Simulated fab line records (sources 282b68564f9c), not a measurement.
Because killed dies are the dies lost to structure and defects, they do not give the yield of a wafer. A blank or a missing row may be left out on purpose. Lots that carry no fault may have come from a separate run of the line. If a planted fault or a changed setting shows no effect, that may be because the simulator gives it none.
fab line records || flow ritCmos
[record] {"lots": 6, "wafers": 18, "lastDay": 8}
route steps=202 shown ACTIVE@19 FOX1@20 FOX2@23 NWELL@28 M1@202
lots that met no fault: from a run of the same line without faults
startH: start of the lot's first displayed wafer, in hours after the record's first day || waitH: how many hours have passed since the lot's step before this one || " as in the row above || L1.1+2: one row covering several wafers at once || - value missing, or start not given || * or withheld: withheld || < > ~ a bound
route shown NAME@n: NAME is a module with steps in the file, n the number in the route of the first one || usual: mean/standard deviation taken from wafers without a fault || same: alike in all rows || chamber/n: place in a boat || sites: per-site readings || _std_site: standard deviation across them || _edge_site: the outer-site mean with the inner-site mean subtracted || radiusMm: for every site, how far away it sits from the centre of the wafer || mask NAME#n: copy n || behind: the tool/chamber that last shaped the wafer || hold: the reason the lot was held/the length of the hold in hours/how it ended || device: the n, p or np transistor that did not switch || end of line: at the end of the route, the tests of the same wafers || for a step that has no rows: nothing shown but its recipe || killed: at the first sort, the dies lost to defects and structure; wafer yield is something else || map: a wafer's dies, x killed, . not, _ none there
set.NAME: the setting the step ran with; set.NAME@STEP: the setting that earlier step ran with || model.NAME: the simulator's own value behind a step, which no gauge read
lots at selected steps of the route; one table per step, one row per wafer
services: a tool's chamber out of use, with start hour (startH, from the record's first day; less than 0 if before it), hours out, and reason
[[steps]]
[step RIT_ACTIVE_CLEAN_17]
[recipe] {"chemistry": "SC2", "mix": "3:3:50", "timeS": 600, "tempC": 75, "dry": "n2Spin"}
[step RIT_FOX1_OXIDATION_00]
[recipe] {"tempC": 1100, "ambient": "H2O", "targetThkA": 3507, "pH2oTorr": 720, "oxTimeS": 1130}
[step RIT_FOX1_THK_MEAS_01]
[recipe] {"reads": "SiO2_of_FOX1_OXIDATION_00"}
[usual] {"FOX1_OXIDE_THK": "352/6.3"}
{"lot.wafer": "L622.2", "tool": "filmMetro-04", "chamber": "-", "startH": 23.57, "waitH": 0.0, "FOX1_OXIDE_THK[nm]": 341}
{"lot.wafer": "L622.5", "tool": "filmMetro-04", "chamber": "-", "startH": 23.57, "waitH": 0.0, "FOX1_OXIDE_THK[nm]": 343}
{"lot.wafer": "L622.6", "tool": "filmMetro-04", "chamber": "-", "startH": 23.57, "waitH": 0.0, "FOX1_OXIDE_THK[nm]": 345}
{"lot.wafer": "L624.1", "tool": "filmMetro-01", "chamber": "-", "startH": 34.49, "waitH": 0.0, "FOX1_OXIDE_THK[nm]": 350}
{"lot.wafer": "L624.5", "tool": "filmMetro-01", "chamber": "-", "startH": 34.49, "waitH": 0.0, "FOX1_OXIDE_THK[nm]": 353}
{"lot.wafer": "L624.6", "tool": "filmMetro-01", "chamber": "-", "startH": 34.49, "waitH": 0.0, "FOX1_OXIDE_THK[nm]": 352}
{"lot.wafer": "L632.1", "tool": "filmMetro-01", "chamber": "-", "startH": 73.56, "waitH": 0.0, "FOX1_OXIDE_THK[nm]": 354}
{"lot.wafer": "L632.2", "tool": "filmMetro-01", "chamber": "-", "startH": 73.56, "waitH": 0.0, "FOX1_OXIDE_THK[nm]": 363}
{"lot.wafer": "L632.5", "tool": "filmMetro-01", "chamber": "-", "startH": 73.56, "waitH": 0.0, "FOX1_OXIDE_THK[nm]": 355}
{"lot.wafer": "L633.2", "tool": "filmMetro-03", "chamber": "-", "startH": 80.70, "waitH": 0.0, "FOX1_OXIDE_THK[nm]": 366}
{"lot.wafer": "L633.3", "tool": "filmMetro-03", "chamber": "-", "startH": 80.70, "waitH": 0.0, "FOX1_OXIDE_THK[nm]": 363}
{"lot.wafer": "L633.5", "tool": "filmMetro-03", "chamber": "-", "startH": 80.70, "waitH": 0.0, "FOX1_OXIDE_THK[nm]": 361}
{"lot.wafer": "L636.2", "tool": "filmMetro-03", "chamber": "-", "startH": 94.94, "waitH": 0.0, "FOX1_OXIDE_THK[nm]": 355}
{"lot.wafer": "L636.4", "tool": "filmMetro-03", "chamber": "-", "startH": 94.94, "waitH": 0.0, "FOX1_OXIDE_THK[nm]": 350}
{"lot.wafer": "L636.6", "tool": "filmMetro-03", "chamber": "-", "startH": 94.94, "waitH": 0.0, "FOX1_OXIDE_THK[nm]": 354}
{"lot.wafer": "L641.1", "tool": "filmMetro-04", "chamber": "-", "startH": 119.36, "waitH": 0.0, "FOX1_OXIDE_THK[nm]": 357}
{"lot.wafer": "L641.4", "tool": "filmMetro-04", "chamber": "-", "startH": 119.36, "waitH": 0.0, "FOX1_OXIDE_THK[nm]": 351}
{"lot.wafer": "L641.6", "tool": "filmMetro-04", "chamber": "-", "startH": 119.36, "waitH": 0.0, "FOX1_OXIDE_THK[nm]": 350}
[step RIT_FOX1_WET_ETCH_02]
[recipe] {"chemistry": "BOE", "targetDepthNm": 350, "timeS": 390, "tempC": 21.5, "dry": "n2Spin", "dilution": "10:1", "target": "SiO2"}
[step RIT_FOX2_OXIDATION_00]
[recipe] {"tempC": 1100, "ambient": "H2O", "targetThkA": 3507, "pH2oTorr": 720, "oxTimeS": 1130}
[step RIT_FOX2_THK_MEAS_01]
[recipe] {"reads": "SiO2_of_FOX2_OXIDATION_00"}
[usual] {"FOX2_OXIDE_THK": "354/7.4"}
{"lot.wafer": "L622.2", "tool": "filmMetro-04", "chamber": "-", "startH": 25.46, "waitH": 0.0, "FOX2_OXIDE_THK[nm]": 344}
{"lot.wafer": "L622.5", "tool": "filmMetro-04", "chamber": "-", "startH": 25.46, "waitH": 0.0, "FOX2_OXIDE_THK[nm]": 341}
{"lot.wafer": "L622.6", "tool": "filmMetro-04", "chamber": "-", "startH": 25.46, "waitH": 0.0, "FOX2_OXIDE_THK[nm]": 343}
{"lot.wafer": "L624.1", "tool": "filmMetro-04", "chamber": "-", "startH": 37.56, "waitH": 0.0, "FOX2_OXIDE_THK[nm]": 353}
{"lot.wafer": "L624.5", "tool": "filmMetro-04", "chamber": "-", "startH": 37.56, "waitH": 0.0, "FOX2_OXIDE_THK[nm]": 360}
{"lot.wafer": "L624.6", "tool": "filmMetro-04", "chamber": "-", "startH": 37.56, "waitH": 0.0, "FOX2_OXIDE_THK[nm]": 349}
{"lot.wafer": "L632.1", "tool": "filmMetro-04", "chamber": "-", "startH": 75.05, "waitH": 0.0, "FOX2_OXIDE_THK[nm]": 355}
{"lot.wafer": "L632.2", "tool": "filmMetro-04", "chamber": "-", "startH": 75.05, "waitH": 0.0, "FOX2_OXIDE_THK[nm]": 356}
{"lot.wafer": "L632.5", "tool": "filmMetro-04", "chamber": "-", "startH": 75.05, "waitH": 0.0, "FOX2_OXIDE_THK[nm]": 351}
{"lot.wafer": "L633.2", "tool": "filmMetro-04", "chamber": "-", "startH": 84.20, "waitH": 0.0, "FOX2_OXIDE_THK[nm]": 371}
{"lot.wafer": "L633.3", "tool": "filmMetro-04", "chamber": "-", "startH": 84.20, "waitH": 0.0, "FOX2_OXIDE_THK[nm]": 363}
{"lot.wafer": "L633.5", "tool": "filmMetro-04", "chamber": "-", "startH": 84.20, "waitH": 0.0, "FOX2_OXIDE_THK[nm]": 365}
{"lot.wafer": "L636.2", "tool": "filmMetro-03", "chamber": "-", "startH": 98.38, "waitH": 0.0, "FOX2_OXIDE_THK[nm]": 361}
{"lot.wafer": "L636.4", "tool": "filmMetro-03", "chamber": "-", "startH": 98.38, "waitH": 0.0, "FOX2_OXIDE_THK[nm]": 354}
{"lot.wafer": "L636.6", "tool": "filmMetro-03", "chamber": "-", "startH": 98.38, "waitH": 0.0, "FOX2_OXIDE_THK[nm]": 360}
{"lot.wafer": "L641.1", "tool": "filmMetro-03", "chamber": "-", "startH": 120.85, "waitH": 0.0, "FOX2_OXIDE_THK[nm]": 352}
{"lot.wafer": "L641.4", "tool": "filmMetro-03", "chamber": "-", "startH": 120.85, "waitH": 0.0, "FOX2_OXIDE_THK[nm]": 350}
{"lot.wafer": "L641.6", "tool": "filmMetro-03", "chamber": "-", "startH": 120.85, "waitH": 0.0, "FOX2_OXIDE_THK[nm]": 348}
[step RIT_FOX2_CLEAN_02]
[recipe] {"chemistry": "dHF", "dilution": "50:1", "timeS": 180}
[step RIT_FOX2_WET_ETCH_03]
[recipe] {"chemistry": "H3PO4", "target": "Si3N4", "targetDepthNm": 195, "tempC": 165, "timeS": 2700}
[step RIT_FOX2_THK_MEAS_90]
[recipe] {"reads": "SiO2_of_FOX2_OXIDATION_00"}
[usual] {"FIELD_OXIDE_LEFT_1_THK": "326/7.3"}
{"lot.wafer": "L622.2", "tool": "filmMetro-02", "chamber": "-", "startH": 26.33, "waitH": 0.0, "FIELD_OXIDE_LEFT_1_THK[nm]": 317}
{"lot.wafer": "L622.5", "tool": "filmMetro-02", "chamber": "-", "startH": 26.33, "waitH": 0.0, "FIELD_OXIDE_LEFT_1_THK[nm]": 314}
{"lot.wafer": "L622.6", "tool": "filmMetro-02", "chamber": "-", "startH": 26.33, "waitH": 0.0, "FIELD_OXIDE_LEFT_1_THK[nm]": 315}
{"lot.wafer": "L624.1", "tool": "filmMetro-03", "chamber": "-", "startH": 38.44, "waitH": 0.0, "FIELD_OXIDE_LEFT_1_THK[nm]": 325}
{"lot.wafer": "L624.5", "tool": "filmMetro-03", "chamber": "-", "startH": 38.44, "waitH": 0.0, "FIELD_OXIDE_LEFT_1_THK[nm]": 332}
{"lot.wafer": "L624.6", "tool": "filmMetro-03", "chamber": "-", "startH": 38.44, "waitH": 0.0, "FIELD_OXIDE_LEFT_1_THK[nm]": 321}
{"lot.wafer": "L632.1", "tool": "filmMetro-04", "chamber": "-", "startH": 75.92, "waitH": 0.0, "FIELD_OXIDE_LEFT_1_THK[nm]": 328}
{"lot.wafer": "L632.2", "tool": "filmMetro-04", "chamber": "-", "startH": 75.92, "waitH": 0.0, "FIELD_OXIDE_LEFT_1_THK[nm]": 328}
{"lot.wafer": "L632.5", "tool": "filmMetro-04", "chamber": "-", "startH": 75.92, "waitH": 0.0, "FIELD_OXIDE_LEFT_1_THK[nm]": 324}
{"lot.wafer": "L633.2", "tool": "filmMetro-03", "chamber": "-", "startH": 85.16, "waitH": 0.0, "FIELD_OXIDE_LEFT_1_THK[nm]": 343}
{"lot.wafer": "L633.3", "tool": "filmMetro-03", "chamber": "-", "startH": 85.16, "waitH": 0.0, "FIELD_OXIDE_LEFT_1_THK[nm]": 336}
{"lot.wafer": "L633.5", "tool": "filmMetro-03", "chamber": "-", "startH": 85.16, "waitH": 0.0, "FIELD_OXIDE_LEFT_1_THK[nm]": 337}
{"lot.wafer": "L636.2", "tool": "filmMetro-04", "chamber": "-", "startH": 99.32, "waitH": 0.0, "FIELD_OXIDE_LEFT_1_THK[nm]": 334}
{"lot.wafer": "L636.4", "tool": "filmMetro-04", "chamber": "-", "startH": 99.32, "waitH": 0.0, "FIELD_OXIDE_LEFT_1_THK[nm]": 326}
{"lot.wafer": "L636.6", "tool": "filmMetro-04", "chamber": "-", "startH": 99.32, "waitH": 0.0, "FIELD_OXIDE_LEFT_1_THK[nm]": 332}
{"lot.wafer": "L641.1", "tool": "filmMetro-03", "chamber": "-", "startH": 121.73, "waitH": 0.0, "FIELD_OXIDE_LEFT_1_THK[nm]": 325}
{"lot.wafer": "L641.4", "tool": "filmMetro-03", "chamber": "-", "startH": 121.73, "waitH": 0.0, "FIELD_OXIDE_LEFT_1_THK[nm]": 323}
{"lot.wafer": "L641.6", "tool": "filmMetro-03", "chamber": "-", "startH": 121.73, "waitH": 0.0, "FIELD_OXIDE_LEFT_1_THK[nm]": 321}
[step RIT_NWELL_HMDS_00]
[recipe] {"primeTimeS": 60, "primeTempC": 140}
[step RIT_NWELL_COAT_01]
[recipe] {"resist": "NOVOLAK", "spinRpm": 2000, "resistThkNm": 1300}
[step RIT_NWELL_SOFTBAKE_02]
[recipe] {"resist": "NOVOLAK", "tempC": 90, "timeS": 60}
[step RIT_NWELL_EXPOSE_03]
[recipe] {"maskId": "M2", "na": 0.57, "targetCdNm": 43900, "doseMj": 250}
{"lot.wafer": "L622.2+5+6", "tool": "ilineStepper-02", "chamber": 0, "startH": 26.85, "waitH": 0.1, "mask": "M2#0", "model.NWELL.overlayXNm": 0.3779}
{"lot.wafer": "L624.1+5+6", "tool": "ilineStepper-01", "chamber": 0, "startH": 38.95, "waitH": 0.1, "mask": "M2#0", "model.NWELL.overlayXNm": -2.27}
{"lot.wafer": "L632.1+2+5", "tool": "ilineStepper-02", "chamber": 0, "startH": 76.56, "waitH": 0.2, "mask": "M2#0", "model.NWELL.overlayXNm": -2.18}
{"lot.wafer": "L633.2+3+5", "tool": "ilineStepper-02", "chamber": 0, "startH": 85.67, "waitH": 0.1, "mask": "M2#0", "model.NWELL.overlayXNm": -1.118}
{"lot.wafer": "L636.2+4+6", "tool": "ilineStepper-01", "chamber": 0, "startH": 100.03, "waitH": 0.2, "mask": "M2#0", "model.NWELL.overlayXNm": 3.326}
{"lot.wafer": "L641.1+4+6", "tool": "ilineStepper-01", "chamber": 0, "startH": 122.24, "waitH": 0.1, "mask": "M2#0", "model.NWELL.overlayXNm": 4.476}
[step RIT_NWELL_PEB_04]
[recipe] {"resist": "NOVOLAK", "tempC": "withheld", "timeS": "withheld"}
[step RIT_NWELL_DEVELOP_05]
[recipe] {"resist": "NOVOLAK", "developTimeS": 68, "devTempC": 23}
[step RIT_NWELL_OVL_MEAS_06]
[usual] {"NWELL_OVL": "-0.4/1.1"}
{"lot.wafer": "L622.2", "tool": "overlay-02", "chamber": "-", "startH": 27.27, "waitH": "-", "NWELL_OVL[nm]": -0.4}
{"lot.wafer": "L622.5", "tool": "overlay-02", "chamber": "-", "startH": 27.27, "waitH": "-", "NWELL_OVL[nm]": 0.5}
{"lot.wafer": "L622.6", "tool": "overlay-02", "chamber": "-", "startH": 27.27, "waitH": "-", "NWELL_OVL[nm]": 0.6}
{"lot.wafer": "L624.1", "tool": "overlay-01", "chamber": "-", "startH": 39.38, "waitH": "-", "NWELL_OVL[nm]": -2.0}
{"lot.wafer": "L624.5", "tool": "overlay-01", "chamber": "-", "startH": 39.38, "waitH": "-", "NWELL_OVL[nm]": -1.6}
{"lot.wafer": "L624.6", "tool": "overlay-01", "chamber": "-", "startH": 39.38, "waitH": "-", "NWELL_OVL[nm]": -0.7}
{"lot.wafer": "L632.1", "tool": "overlay-01", "chamber": "-", "startH": 76.99, "waitH": "-", "NWELL_OVL[nm]": -1.4}
{"lot.wafer": "L632.2", "tool": "overlay-01", "chamber": "-", "startH": 76.99, "waitH": "-", "NWELL_OVL[nm]": -1.0}
{"lot.wafer": "L632.5", "tool": "overlay-01", "chamber": "-", "startH": 76.99, "waitH": "-", "NWELL_OVL[nm]": -1.7}
{"lot.wafer": "L633.2", "tool": "overlay-02", "chamber": "-", "startH": 86.09, "waitH": "-", "NWELL_OVL[nm]": -1.8}
{"lot.wafer": "L633.3", "tool": "overlay-02", "chamber": "-", "startH": 86.09, "waitH": "-", "NWELL_OVL[nm]": 0.3}
{"lot.wafer": "L633.5", "tool": "overlay-02", "chamber": "-", "startH": 86.09, "waitH": "-", "NWELL_OVL[nm]": 0.1}
{"lot.wafer": "L636.2", "tool": "overlay-02", "chamber": "-", "startH": 100.45, "waitH": "-", "NWELL_OVL[nm]": 2.7}
{"lot.wafer": "L636.4", "tool": "overlay-02", "chamber": "-", "startH": 100.45, "waitH": "-", "NWELL_OVL[nm]": 3.1}
{"lot.wafer": "L636.6", "tool": "overlay-02", "chamber": "-", "startH": 100.45, "waitH": "-", "NWELL_OVL[nm]": 2.6}
{"lot.wafer": "L641.1", "tool": "overlay-02", "chamber": "-", "startH": 122.67, "waitH": "-", "NWELL_OVL[nm]": 2.5}
{"lot.wafer": "L641.4", "tool": "overlay-02", "chamber": "-", "startH": 122.67, "waitH": "-", "NWELL_OVL[nm]": 3.6}
{"lot.wafer": "L641.6", "tool": "overlay-02", "chamber": "-", "startH": 122.67, "waitH": "-", "NWELL_OVL[nm]": 3.6}
[step RIT_NWELL_HARDBAKE_07]
[recipe] {"resist": "NOVOLAK", "tempC": 140, "timeS": 120}
[step RIT_M1_PROBE_99]
[usual] {"killedAtFrontEnd": "6.2/2.8", "killedDies": "6.3/2.7", "killedOnRim": "1.7/1.3", "killedOpen": "3.1/2", "killedShort": "3.2/1.8"}
[same] {"grossDies": 264, "killed_at_M0_to_M3": 0, "killed_at_M4_up": 0, "killedAtBackSide": 0, "killedAtContacts": 0, "killedAtOther": 0}
{"lot.wafer": "L622.2", "tool": "prober-01", "chamber": "-", "startH": 71.99, "waitH": 0.1, "killedAtFrontEnd": 2, "killedDies": 2, "killedOnRim": 0, "killedOpen": 0, "killedShort": 2}
{"lot.wafer": "L622.5", "tool": "prober-01", "chamber": "-", "startH": 72.14, "waitH": 0.2, "killedAtFrontEnd": 4, "killedDies": 4, "killedOnRim": 3, "killedOpen": 2, "killedShort": 2}
{"lot.wafer": "L622.6", "tool": "prober-01", "chamber": "-", "startH": 72.19, "waitH": 0.2, "killedAtFrontEnd": 6, "killedDies": 6, "killedOnRim": 0, "killedOpen": 1, "killedShort": 5}
{"lot.wafer": "L624.1", "tool": "prober-01", "chamber": "-", "startH": 81.21, "waitH": 0.1, "killedAtFrontEnd": 5, "killedDies": 5, "killedOnRim": 0, "killedOpen": 4, "killedShort": 1}
{"lot.wafer": "L624.5", "tool": "prober-01", "chamber": "-", "startH": 81.41, "waitH": 0.2, "killedAtFrontEnd": 7, "killedDies": 7, "killedOnRim": 0, "killedOpen": 4, "killedShort": 3}
{"lot.wafer": "L624.6", "tool": "prober-01", "chamber": "-", "startH": 81.46, "waitH": 0.2, "killedAtFrontEnd": 5, "killedDies": 5, "killedOnRim": 1, "killedOpen": 3, "killedShort": 2}
{"lot.wafer": "L632.1", "tool": "prober-02", "chamber": "-", "startH": 117.85, "waitH": 0.1, "killedAtFrontEnd": 8, "killedDies": 8, "killedOnRim": 1, "killedOpen": 2, "killedShort": 6}
{"lot.wafer": "L632.2", "tool": "prober-02", "chamber": "-", "startH": 117.90, "waitH": 0.1, "killedAtFrontEnd": 8, "killedDies": 8, "killedOnRim": 2, "killedOpen": 2, "killedShort": 6}
{"lot.wafer": "L632.5", "tool": "prober-02", "chamber": "-", "startH": 118.05, "waitH": 0.2, "killedAtFrontEnd": 11, "killedDies": 11, "killedOnRim": 3, "killedOpen": 6, "killedShort": 5}
{"lot.wafer": "L633.2", "tool": "prober-01", "chamber": "-", "startH": 124.25, "waitH": 0.1, "killedAtFrontEnd": 8, "killedDies": 8, "killedOnRim": 2, "killedOpen": 5, "killedShort": 3}
{"lot.wafer": "L633.3", "tool": "prober-01", "chamber": "-", "startH": 124.30, "waitH": 0.2, "killedAtFrontEnd": 8, "killedDies": 8, "killedOnRim": 1, "killedOpen": 1, "killedShort": 7}
{"lot.wafer": "L633.5", "tool": "prober-01", "chamber": "-", "startH": 124.40, "waitH": 0.2, "killedAtFrontEnd": 7, "killedDies": 7, "killedOnRim": 1, "killedOpen": 5, "killedShort": 2}
{"lot.wafer": "L636.2", "tool": "prober-02", "chamber": "-", "startH": 140.12, "waitH": 0.1, "killedAtFrontEnd": 3, "killedDies": 3, "killedOnRim": 1, "killedOpen": 1, "killedShort": 2}
{"lot.wafer": "L636.4", "tool": "prober-02", "chamber": "-", "startH": 140.22, "waitH": 0.2, "killedAtFrontEnd": 4, "killedDies": 4, "killedOnRim": 0, "killedOpen": 2, "killedShort": 2}
{"lot.wafer": "L636.6", "tool": "prober-02", "chamber": "-", "startH": 140.32, "waitH": 0.2, "killedAtFrontEnd": 1, "killedDies": 1, "killedOnRim": 0, "killedOpen": 1, "killedShort": 0}
{"lot.wafer": "L641.1", "tool": "prober-01", "chamber": "-", "startH": 179.90, "waitH": 0.1, "killedAtFrontEnd": 3, "killedDies": 3, "killedOnRim": 2, "killedOpen": 3, "killedShort": 0}
{"lot.wafer": "L641.4", "tool": "prober-01", "chamber": "-", "startH": 180.05, "waitH": 0.2, "killedAtFrontEnd": 2, "killedDies": 2, "killedOnRim": 2, "killedOpen": 0, "killedShort": 2}
{"lot.wafer": "L641.6", "tool": "prober-01", "chamber": "-", "startH": 180.15, "waitH": 0.2, "killedAtFrontEnd": 4, "killedDies": 4, "killedOnRim": 1, "killedOpen": 1, "killedShort": 3}
// killed by level:class
L622.2 GATE:geometricParticle:short=1 SILICIDE:geometricParticle:short=1
L622.5 FOX1:geometricParticle:open=1 FOX1:geometricParticle:short=1 SPACER:geometricParticle:open=1 SPACER:geometricParticle:short=1
L622.6 REOX:geometricParticle:short=3 ACTIVE:geometricParticle:open=1 GATE:geometricParticle:short=1 SILICIDE:geometricParticle:short=1
L624.1 GATE:geometricParticle:open=2 GATE:geometricParticle:short=1 REOX:geometricParticle:open=1 SPACER:geometricParticle:open=1
L624.5 GATE:geometricParticle:open=3 GATE:geometricParticle:short=2 FOX2:geometricParticle:open=1 SILICIDE:geometricParticle:short=1
L624.6 SPACER:geometricParticle:open=3 FOX1:geometricParticle:short=1 SPACER:geometricParticle:short=1
L632.1 GATE:geometricParticle:short=4 GATE:geometricParticle:open=2 SILICIDE:geometricParticle:short=2
L632.2 SILICIDE:geometricParticle:short=3 FOX1:geometricParticle:short=1 FOX2:geometricParticle:open=1 FOX2:geometricParticle:short=1 GATE:geometricParticle:short=1 SPACER:geometricParticle:open=1
L632.5 SILICIDE:geometricParticle:open=4 GATE:geometricParticle:short=3 FOX1:geometricParticle:short=2 FOX2:geometricParticle:open=1 GATE:geometricParticle:open=1
L633.2 FOX1:geometricParticle:open=2 GATE:geometricParticle:open=2 GATE:geometricParticle:short=1 REOX:geometricParticle:short=1 REOX:geometricParticle:open=1 SPACER:geometricParticle:short=1
L633.3 SPACER:geometricParticle:short=3 FOX1:geometricParticle:short=2 GATE:geometricParticle:short=2 GATE:geometricParticle:open=1
L633.5 GATE:geometricParticle:open=2 SILICIDE:geometricParticle:open=2 FOX1:geometricParticle:open=1 GATE:geometricParticle:short=1 REOX:geometricParticle:short=1
L636.2 FOX1:geometricParticle:short=1 FOX1:geometricParticle:open=1 GATE:geometricParticle:short=1
L636.4 SILICIDE:geometricParticle:short=2 GATE:geometricParticle:open=1 SILICIDE:geometricParticle:open=1
L636.6 GATE:geometricParticle:open=1
L641.1 SPACER:geometricParticle:open=2 REOX:geometricParticle:open=1
L641.4 GATE:geometricParticle:short=1 SILICIDE:geometricParticle:short=1
L641.6 FOX2:geometricParticle:short=1 GATE:geometricParticle:open=1 GATE:geometricParticle:short=1 SPACER:geometricParticle:short=1
[[services]]
{"tool": "ilineStepper-01", "chamber": "-", "startH": 11.65, "hours": 16.4, "kind": "repair"}
{"tool": "ilineStepper-02", "chamber": "-", "startH": 39.52, "hours": 1.7, "kind": "pm"}
{"tool": "ilineStepper-01", "chamber": "-", "startH": 64.65, "hours": 1.1, "kind": "repair"}
[[key]]
[firstSign] {"step": "RIT_NWELL_OVL_MEAS_06", "reading": "NWELL_OVL", "direction": "up", "sigmas": 2.9, "usual": -0.4, "struck": 3.0}
effect none on later readings
[modelEffect] {"step": "RIT_NWELL_EXPOSE_03", "value": "NWELL.overlayXNm", "without": 1.456, "struck": 3.901}
metAt RIT_NWELL_EXPOSE_03
struckWafers L636.2,L636.4,L636.6,L641.1,L641.4,L641.6
testerLeftOut L636,L641
onsetBetween 38.95 100.03
alsoFits time
[fault] {"kind": "scannerMatchingOverlay", "tool": "ilineStepper-01", "chamber": "-", "onsetH": 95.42, "steps": "RIT_NWELL_EXPOSE_03", "offset": 2.4449}
// testerLeftOut: of these lots the tester's yield and bins aren't shown, on N5 and GAA mostly nor the transistor test; their killed dies are dies lost to structure and defects alone, not to doping, threshold or leakage, so they don't give the yield
